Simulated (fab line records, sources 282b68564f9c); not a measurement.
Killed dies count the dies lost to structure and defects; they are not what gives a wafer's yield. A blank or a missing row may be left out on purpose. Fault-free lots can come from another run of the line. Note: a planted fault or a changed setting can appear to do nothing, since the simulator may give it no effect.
Split-lot trial / flow rit cmos / 23 wafers read from 5 lots, route of 202 steps

## ON THE SPLIT
At RIT_SILICIDE_SPUTTER_01 (material Ti, target thk 30 nm, time 240 s), the setting power w was moved away from the recipe's 350 W on 11 of the 23 wafers read, by -11.7% to +6.9%. All remaining wafers had this setting at the recipe value.

## SPLIT TO READING: what lies between them in the file, 1 step
- RIT_SILICIDE_RS_MEAS_02: measures by four-point-probe

## THE READING
SILICIDE_TI_THK, in nm, at RIT_SILICIDE_THK_MEAS_03 (measures by xrf). Typical for fault-free wafers on this fab line: 30.06 nm, with standard deviation 0.26 nm.

wafer=L074.2; tool, chamber at the split=pvd sputter-04, -; power w as run, W=350; against the recipe=recipe; SILICIDE_TI_THK, nm=29.68; against lot-mates on the recipe=-
wafer=L074.3; tool, chamber at the split=pvd sputter-04, -; power w as run, W=313.2; against the recipe=-10.5%; SILICIDE_TI_THK, nm=26.77; against lot-mates on the recipe=-3.10
wafer=L074.4; tool, chamber at the split=pvd sputter-04, -; power w as run, W=350; against the recipe=recipe; SILICIDE_TI_THK, nm=30.19; against lot-mates on the recipe=-
wafer=L074.5; tool, chamber at the split=pvd sputter-04, -; power w as run, W=350; against the recipe=recipe; SILICIDE_TI_THK, nm=29.74; against lot-mates on the recipe=-
wafer=L074.6; tool, chamber at the split=pvd sputter-04, -; power w as run, W=313.2; against the recipe=-10.5%; SILICIDE_TI_THK, nm=26.61; against lot-mates on the recipe=-3.26
wafer=L078.1; tool, chamber at the split=pvd sputter-04, -; power w as run, W=350; against the recipe=recipe; SILICIDE_TI_THK, nm=29.88; against lot-mates on the recipe=-
wafer=L078.2; tool, chamber at the split=pvd sputter-04, -; power w as run, W=374.1; against the recipe=+6.9%; SILICIDE_TI_THK, nm=32.02; against lot-mates on the recipe=+2.09
wafer=L078.3; tool, chamber at the split=pvd sputter-04, -; power w as run, W=374.1; against the recipe=+6.9%; SILICIDE_TI_THK, nm=31.87; against lot-mates on the recipe=+1.94
wafer=L078.4; tool, chamber at the split=pvd sputter-04, -; power w as run, W=350; against the recipe=recipe; SILICIDE_TI_THK, nm=29.99; against lot-mates on the recipe=-
wafer=L078.6; tool, chamber at the split=pvd sputter-04, -; power w as run, W=374.1; against the recipe=+6.9%; SILICIDE_TI_THK, nm=32.19; against lot-mates on the recipe=+2.25
wafer=L082.1; tool, chamber at the split=pvd sputter-04, -; power w as run, W=350; against the recipe=recipe; SILICIDE_TI_THK, nm=29.93; against lot-mates on the recipe=-
wafer=L082.4; tool, chamber at the split=pvd sputter-04, -; power w as run, W=350; against the recipe=recipe; SILICIDE_TI_THK, nm=29.80; against lot-mates on the recipe=-
wafer=L082.5; tool, chamber at the split=pvd sputter-04, -; power w as run, W=350; against the recipe=recipe; SILICIDE_TI_THK, nm=30.08; against lot-mates on the recipe=-
wafer=L083.1; tool, chamber at the split=pvd sputter-03, -; power w as run, W=350; against the recipe=recipe; SILICIDE_TI_THK, nm=30.40; against lot-mates on the recipe=-
wafer=L083.2; tool, chamber at the split=pvd sputter-03, -; power w as run, W=309.2; against the recipe=-11.7%; SILICIDE_TI_THK, nm=26.47; against lot-mates on the recipe=-3.95
wafer=L083.3; tool, chamber at the split=pvd sputter-03, -; power w as run, W=309.2; against the recipe=-11.7%; SILICIDE_TI_THK, nm=26.75; against lot-mates on the recipe=-3.67
wafer=L083.4; tool, chamber at the split=pvd sputter-03, -; power w as run, W=309.2; against the recipe=-11.7%; SILICIDE_TI_THK, nm=27.35; against lot-mates on the recipe=-3.07
wafer=L083.5; tool, chamber at the split=pvd sputter-03, -; power w as run, W=350; against the recipe=recipe; SILICIDE_TI_THK, nm=30.44; against lot-mates on the recipe=-
wafer=L085.1; tool, chamber at the split=pvd sputter-03, -; power w as run, W=330.1; against the recipe=-5.7%; SILICIDE_TI_THK, nm=28.03; against lot-mates on the recipe=-2.00
wafer=L085.2; tool, chamber at the split=pvd sputter-03, -; power w as run, W=330.1; against the recipe=-5.7%; SILICIDE_TI_THK, nm=28.26; against lot-mates on the recipe=-1.77
wafer=L085.3; tool, chamber at the split=pvd sputter-03, -; power w as run, W=330.1; against the recipe=-5.7%; SILICIDE_TI_THK, nm=28.45; against lot-mates on the recipe=-1.58
wafer=L085.4; tool, chamber at the split=pvd sputter-03, -; power w as run, W=350; against the recipe=recipe; SILICIDE_TI_THK, nm=30.29; against lot-mates on the recipe=-
wafer=L085.6; tool, chamber at the split=pvd sputter-03, -; power w as run, W=350; against the recipe=recipe; SILICIDE_TI_THK, nm=29.77; against lot-mates on the recipe=-

THE FIT
A straight line over all 23 wafers: SILICIDE_TI_THK changes by +0.29 nm for each +1% of power w; r = +0.99; the points scatter about the line by 0.28 nm.
The same after taking each lot's own level away (the mean of its wafers on the recipe; 23 wafers): +0.305 nm for each +1%; r = +0.99; scatter 0.21 nm.
On that fit, the largest move of power w shifts the reading by 3.6 nm.
Measured against the standard deviation above, the lots' own levels, which go from 29.870 to 30.420 nm, span 2.1 times it.
Hence the lot-to-lot level has little effect on the slope; both slopes agree.
Check: with one of the wafers moved furthest among these (-11.7%) left out of the fit, the line predicts -3.49 nm for it against its lot-mates. It came out at -3.95 nm against them.

## THE OTHER SPLITS THESE WAFERS WENT THROUGH
Before the reading, these wafers also passed through other splits. Each is held against what the fit with the lots' levels taken away leaves over:
other split on the same wafers=RIT_SPACER_CVD_03 sih2cl2 flow sccm; wafers away from the commonest value=15; r with SILICIDE_TI_THK (lot level and that fit taken away)=-0.03
other split on the same wafers=RIT_NSD_IMPLANT_08 energy kev; wafers away from the commonest value=4; r with SILICIDE_TI_THK (lot level and that fit taken away)=-0.17

## THE WHOLE CHAIN: every reading that the file lists as answering this split, in the file's order
step=RIT_SILICIDE_SPUTTER_01; what it does=material Ti, target thk 30 nm, time 240 s; reading=Ti_of_SILICIDE_SPUTTER_01.thk nm (the simulator's own value, which no gauge read); change (the file's fit)=+0.307 nm for each +1% of the setting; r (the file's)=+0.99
step=RIT_SILICIDE_RS_MEAS_02; what it does=measures by four-point-probe; reading=SILICIDE_TI_RS; change (the file's fit)=-0.669 for each +1% of the setting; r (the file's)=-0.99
step=RIT_SILICIDE_THK_MEAS_03; what it does=measures by xrf; reading=SILICIDE_TI_THK; change (the file's fit)=+0.305 for each +1% of the setting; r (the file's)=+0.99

## THE FILE'S OWN FIT
SILICIDE_TI_THK changes by +0.305 nm for each +1% of power w, r = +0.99.
